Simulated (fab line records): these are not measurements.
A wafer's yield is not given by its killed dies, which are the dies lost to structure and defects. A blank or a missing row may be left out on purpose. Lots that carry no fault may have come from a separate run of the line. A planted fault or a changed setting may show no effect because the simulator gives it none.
fab line records / flow rit-cmos
record: lots: 14 wafers: 42 last-day: 7
route steps=202 shown GATE@81
lots untouched by any fault: they come from a run of this same line in which no faults occurred
start-h: hours from the record's first day to the start of the lot's first wafer shown / wait-h: time in hours since the lot's previous step / " same as the row above / L1.1+2: a single row standing in for several wafers / - value missing, or start not given / * or withheld: withheld / < > ~ a bound
route shown NAME@n: a module of which the file shows steps, and the number in the route of the first / usual: mean/standard deviation taken from wafers without a fault / same: alike in all rows / chamber/n: place in a boat / sites: each site's reading / _std_site: how widely they spread, as a standard deviation / _edge_site: mean of outer sites minus mean of inner sites / radius-mm: for every site, how far away it sits from the centre of the wafer / mask NAME#n: copy n / behind: the tool/chamber that last shaped the wafer / hold: cause of the lot's hold/its duration in hours/its outcome / device: whichever transistor did not switch (one of n, p or np) / end of line: the route-end tests of the same wafers / where a step has no rows: the recipe by itself / killed: the dies lost at the first sort to structure and to defects; this is not the yield of the wafer / map: a wafer's dies, marking killed ones x, the rest . and places with no die _
set.NAME: the setting as run; set.NAME@STEP: as run at that earlier step / model.NAME: the simulator's own value behind a step, which no gauge read
steps of the route over a sample of lots; a table a step, a row a wafer
services: the hour from which a tool's chamber was out of use, counted from the record's first day as start-h (under 0 if before that day), plus the number of hours and why
== steps ==
step: RIT_GATE_OXIDATION_05
recipe: temp-c: 900 ambient: O2 target-thk-a: 30 ox-time-s: 270
usual: ox-time-s: 270/0 spike-tc-centre-C: 902.2/0.9
lot.wafer=L499.1 tool=furnace-04 chamber=0 start-h=33.50 wait-h=0.6 ox-time-s=270 spike-tc-centre-C=902.9
lot.wafer=L499.3 tool=furnace-04 chamber=0 start-h=33.50 wait-h=0.6 ox-time-s=270 spike-tc-centre-C=905.1
lot.wafer=L499.5 tool=furnace-04 chamber=0 start-h=33.50 wait-h=0.6 ox-time-s=270 spike-tc-centre-C=901.8
lot.wafer=L500.1 tool=furnace-03 chamber=0 start-h=38.72 wait-h=0.1 ox-time-s=270 spike-tc-centre-C=901.6
lot.wafer=L500.2 tool=furnace-03 chamber=0 start-h=38.72 wait-h=0.1 ox-time-s=270 spike-tc-centre-C=901.6
lot.wafer=L500.4 tool=furnace-03 chamber=0 start-h=38.72 wait-h=0.1 ox-time-s=270 spike-tc-centre-C=899.6
lot.wafer=L503.1 tool=furnace-02 chamber=0 start-h=52.05 wait-h=0.1 ox-time-s=270 spike-tc-centre-C=902.0
lot.wafer=L503.3 tool=furnace-02 chamber=0 start-h=52.05 wait-h=0.1 ox-time-s=270 spike-tc-centre-C=902.2
lot.wafer=L503.4 tool=furnace-02 chamber=0 start-h=52.05 wait-h=0.1 ox-time-s=270 spike-tc-centre-C=902.9
lot.wafer=L504.2 tool=furnace-04 chamber=0 start-h=58.36 wait-h=0.7 ox-time-s=270 spike-tc-centre-C=903.7
lot.wafer=L504.3 tool=furnace-04 chamber=0 start-h=58.36 wait-h=0.7 ox-time-s=270 spike-tc-centre-C=901.8
lot.wafer=L504.5 tool=furnace-04 chamber=0 start-h=58.36 wait-h=0.7 ox-time-s=270 spike-tc-centre-C=901.6
lot.wafer=L506.3 tool=furnace-02 chamber=0 start-h=67.27 wait-h=0.0 ox-time-s=270 spike-tc-centre-C=900.0
lot.wafer=L506.4 tool=furnace-02 chamber=0 start-h=67.27 wait-h=0.0 ox-time-s=270 spike-tc-centre-C=902.2
lot.wafer=L506.5 tool=furnace-02 chamber=0 start-h=67.27 wait-h=0.0 ox-time-s=270 spike-tc-centre-C=901.6
lot.wafer=L507.1 tool=furnace-02 chamber=0 start-h=71.80 wait-h=0.1 ox-time-s=237.6 spike-tc-centre-C=901.3
lot.wafer=L507.4 tool=furnace-02 chamber=0 start-h=71.80 wait-h=0.1 ox-time-s=237.6 spike-tc-centre-C=902.2
lot.wafer=L507.6 tool=furnace-02 chamber=0 start-h=71.80 wait-h=0.1 ox-time-s=237.6 spike-tc-centre-C=902.9
lot.wafer=L508.1 tool=furnace-03 chamber=0 start-h=77.51 wait-h=0.1 ox-time-s=270 spike-tc-centre-C=901.0
lot.wafer=L508.2 tool=furnace-03 chamber=0 start-h=77.51 wait-h=0.1 ox-time-s=270 spike-tc-centre-C=902.4
lot.wafer=L508.4 tool=furnace-03 chamber=0 start-h=77.51 wait-h=0.1 ox-time-s=270 spike-tc-centre-C=902.3
lot.wafer=L509.2 tool=furnace-04 chamber=0 start-h=81.83 wait-h=0.1 ox-time-s=270 spike-tc-centre-C=900.9
lot.wafer=L509.3 tool=furnace-04 chamber=0 start-h=81.83 wait-h=0.1 ox-time-s=270 spike-tc-centre-C=902.6
lot.wafer=L509.4 tool=furnace-04 chamber=0 start-h=81.83 wait-h=0.1 ox-time-s=270 spike-tc-centre-C=902.0
lot.wafer=L510.1 tool=furnace-02 chamber=0 start-h=87.64 wait-h=0.1 ox-time-s=237.6 spike-tc-centre-C=903.0
lot.wafer=L510.5 tool=furnace-02 chamber=0 start-h=87.64 wait-h=0.1 ox-time-s=237.6 spike-tc-centre-C=901.0
lot.wafer=L510.6 tool=furnace-02 chamber=0 start-h=87.64 wait-h=0.1 ox-time-s=237.6 spike-tc-centre-C=903.9
lot.wafer=L513.1 tool=furnace-04 chamber=0 start-h=101.91 wait-h=0.1 ox-time-s=270 spike-tc-centre-C=901.1
lot.wafer=L513.4 tool=furnace-04 chamber=0 start-h=101.91 wait-h=0.1 ox-time-s=270 spike-tc-centre-C=901.5
lot.wafer=L513.5 tool=furnace-04 chamber=0 start-h=101.91 wait-h=0.1 ox-time-s=270 spike-tc-centre-C=902.2
lot.wafer=L517.1 tool=furnace-04 chamber=0 start-h=121.85 wait-h=0.1 ox-time-s=270 spike-tc-centre-C=901.2
lot.wafer=L517.4 tool=furnace-04 chamber=0 start-h=121.85 wait-h=0.1 ox-time-s=270 spike-tc-centre-C=903.7
lot.wafer=L517.5 tool=furnace-04 chamber=0 start-h=121.85 wait-h=0.1 ox-time-s=270 spike-tc-centre-C=903.3
lot.wafer=L518.1 tool=furnace-04 chamber=0 start-h=127.73 wait-h=0.1 ox-time-s=270 spike-tc-centre-C=901.6
lot.wafer=L518.5 tool=furnace-04 chamber=0 start-h=127.73 wait-h=0.1 ox-time-s=270 spike-tc-centre-C=902.2
lot.wafer=L518.6 tool=furnace-04 chamber=0 start-h=127.73 wait-h=0.1 ox-time-s=270 spike-tc-centre-C=903.0
lot.wafer=L519.2 tool=furnace-04 chamber=0 start-h=132.69 wait-h=0.0 ox-time-s=270 spike-tc-centre-C=901.6
lot.wafer=L519.3 tool=furnace-04 chamber=0 start-h=132.69 wait-h=0.0 ox-time-s=270 spike-tc-centre-C=902.0
lot.wafer=L519.6 tool=furnace-04 chamber=0 start-h=132.69 wait-h=0.0 ox-time-s=270 spike-tc-centre-C=901.6
lot.wafer=L520.1 tool=furnace-03 chamber=0 start-h=137.27 wait-h=0.1 ox-time-s=270 spike-tc-centre-C=902.5
lot.wafer=L520.2 tool=furnace-03 chamber=0 start-h=137.27 wait-h=0.1 ox-time-s=270 spike-tc-centre-C=902.5
lot.wafer=L520.5 tool=furnace-03 chamber=0 start-h=137.27 wait-h=0.1 ox-time-s=270 spike-tc-centre-C=902.4
step: RIT_GATE_THK_MEAS_07
recipe: reads: SiO2_of_GATE_OXIDATION_05
usual: GATE_OXIDE_THK: 3.00/0.062
lot.wafer=L499.1 tool=film-metro-04 chamber=- start-h=35.56 wait-h=0.0 GATE_OXIDE_THK[nm]=3.07
lot.wafer=L499.3 tool=film-metro-04 chamber=- start-h=35.56 wait-h=0.0 GATE_OXIDE_THK[nm]=3.11
lot.wafer=L499.5 tool=film-metro-04 chamber=- start-h=35.56 wait-h=0.0 GATE_OXIDE_THK[nm]=3.11
lot.wafer=L500.1 tool=film-metro-03 chamber=- start-h=40.04 wait-h=0.0 GATE_OXIDE_THK[nm]=2.90
lot.wafer=L500.2 tool=film-metro-03 chamber=- start-h=40.04 wait-h=0.0 GATE_OXIDE_THK[nm]=2.94
lot.wafer=L500.4 tool=film-metro-03 chamber=- start-h=40.04 wait-h=0.0 GATE_OXIDE_THK[nm]=2.93
lot.wafer=L503.1 tool=film-metro-04 chamber=- start-h=53.63 wait-h=0.0 GATE_OXIDE_THK[nm]=2.87
lot.wafer=L503.3 tool=film-metro-04 chamber=- start-h=53.63 wait-h=0.0 GATE_OXIDE_THK[nm]=2.94
lot.wafer=L503.4 tool=film-metro-04 chamber=- start-h=53.63 wait-h=0.0 GATE_OXIDE_THK[nm]=2.94
lot.wafer=L504.2 tool=film-metro-01 chamber=- start-h=59.70 wait-h=0.0 GATE_OXIDE_THK[nm]=2.94
lot.wafer=L504.3 tool=film-metro-01 chamber=- start-h=59.70 wait-h=0.0 GATE_OXIDE_THK[nm]=2.91
lot.wafer=L504.5 tool=film-metro-01 chamber=- start-h=59.70 wait-h=0.0 GATE_OXIDE_THK[nm]=3.03
lot.wafer=L506.3 tool=film-metro-04 chamber=- start-h=68.62 wait-h=0.0 GATE_OXIDE_THK[nm]=3.04
lot.wafer=L506.4 tool=film-metro-04 chamber=- start-h=68.62 wait-h=0.0 GATE_OXIDE_THK[nm]=3.03
lot.wafer=L506.5 tool=film-metro-04 chamber=- start-h=68.62 wait-h=0.0 GATE_OXIDE_THK[nm]=2.93
lot.wafer=L507.1 tool=film-metro-01 chamber=- start-h=74.44 wait-h=0.0 GATE_OXIDE_THK[nm]=2.71
lot.wafer=L507.4 tool=film-metro-01 chamber=- start-h=74.44 wait-h=0.0 GATE_OXIDE_THK[nm]=2.73
lot.wafer=L507.6 tool=film-metro-01 chamber=- start-h=74.44 wait-h=0.0 GATE_OXIDE_THK[nm]=2.73
lot.wafer=L508.1 tool=film-metro-03 chamber=- start-h=78.84 wait-h=0.0 GATE_OXIDE_THK[nm]=3.05
lot.wafer=L508.2 tool=film-metro-03 chamber=- start-h=78.84 wait-h=0.0 GATE_OXIDE_THK[nm]=3.03
lot.wafer=L508.4 tool=film-metro-03 chamber=- start-h=78.84 wait-h=0.0 GATE_OXIDE_THK[nm]=3.03
lot.wafer=L509.2 tool=film-metro-01 chamber=- start-h=83.89 wait-h=0.0 GATE_OXIDE_THK[nm]=3.04
lot.wafer=L509.3 tool=film-metro-01 chamber=- start-h=83.89 wait-h=0.0 GATE_OXIDE_THK[nm]=2.99
lot.wafer=L509.4 tool=film-metro-01 chamber=- start-h=83.89 wait-h=0.0 GATE_OXIDE_THK[nm]=3.00
lot.wafer=L510.1 tool=film-metro-01 chamber=- start-h=88.96 wait-h=0.0 GATE_OXIDE_THK[nm]=2.64
lot.wafer=L510.5 tool=film-metro-01 chamber=- start-h=88.96 wait-h=0.0 GATE_OXIDE_THK[nm]=2.71
lot.wafer=L510.6 tool=film-metro-01 chamber=- start-h=88.96 wait-h=0.0 GATE_OXIDE_THK[nm]=2.66
lot.wafer=L513.1 tool=film-metro-04 chamber=- start-h=103.30 wait-h=0.0 GATE_OXIDE_THK[nm]=2.91
lot.wafer=L513.4 tool=film-metro-04 chamber=- start-h=103.30 wait-h=0.0 GATE_OXIDE_THK[nm]=2.94
lot.wafer=L513.5 tool=film-metro-04 chamber=- start-h=103.30 wait-h=0.0 GATE_OXIDE_THK[nm]=2.98
lot.wafer=L517.1 tool=film-metro-03 chamber=- start-h=123.90 wait-h=0.0 GATE_OXIDE_THK[nm]=2.97
lot.wafer=L517.4 tool=film-metro-03 chamber=- start-h=123.90 wait-h=0.0 GATE_OXIDE_THK[nm]=2.97
lot.wafer=L517.5 tool=film-metro-03 chamber=- start-h=123.90 wait-h=0.0 GATE_OXIDE_THK[nm]=2.97
lot.wafer=L518.1 tool=film-metro-01 chamber=- start-h=129.06 wait-h=0.0 GATE_OXIDE_THK[nm]=3.02
lot.wafer=L518.5 tool=film-metro-01 chamber=- start-h=129.06 wait-h=0.0 GATE_OXIDE_THK[nm]=3.04
lot.wafer=L518.6 tool=film-metro-01 chamber=- start-h=129.06 wait-h=0.0 GATE_OXIDE_THK[nm]=3.00
lot.wafer=L519.2 tool=film-metro-01 chamber=- start-h=134.02 wait-h=0.0 GATE_OXIDE_THK[nm]=3.05
lot.wafer=L519.3 tool=film-metro-01 chamber=- start-h=134.02 wait-h=0.0 GATE_OXIDE_THK[nm]=3.09
lot.wafer=L519.6 tool=film-metro-01 chamber=- start-h=134.02 wait-h=0.0 GATE_OXIDE_THK[nm]=3.07
lot.wafer=L520.1 tool=film-metro-03 chamber=- start-h=138.59 wait-h=0.0 GATE_OXIDE_THK[nm]=2.97
lot.wafer=L520.2 tool=film-metro-03 chamber=- start-h=138.59 wait-h=0.0 GATE_OXIDE_THK[nm]=3.03
lot.wafer=L520.5 tool=film-metro-03 chamber=- start-h=138.59 wait-h=0.0 GATE_OXIDE_THK[nm]=3.03
== services ==
tool=furnace-04 chamber=- start-h=59.94 hours=3.0 kind=pm
tool=furnace-02 chamber=- start-h=114.22 hours=2.1 kind=pm
tool=furnace-03 chamber=- start-h=126.84 hours=4.6 kind=pm
== key ==
first-sign: step: RIT_GATE_OXIDATION_05 reading: ox-time-s direction: down sigmas: 99+ usual: * struck: *
effect: step: RIT_GATE_THK_MEAS_07 reading: GATE_OXIDE_THK direction: down sigmas: 4.8 usual: 3.00 struck: 2.70
met-at RIT_GATE_OXIDATION_05
struck-lots L507,L510
tester-left-out L507,L510
onset-between 67.27 71.80
fault: kind: process-parameter-drift tool: furnace-02 chamber: - onset-h: 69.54 steps: RIT_GATE_OXIDATION_05 channel: ox-time-s offset: * shape: step end-h: 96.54 acts-in: * stated: *
tester-left-out: of these lots the tester's yield and bins aren't shown, on N5 and GAA mostly nor the transistor test; their killed dies are dies lost to structure and defects alone, not to doping, threshold or leakage, so they don't give the yield
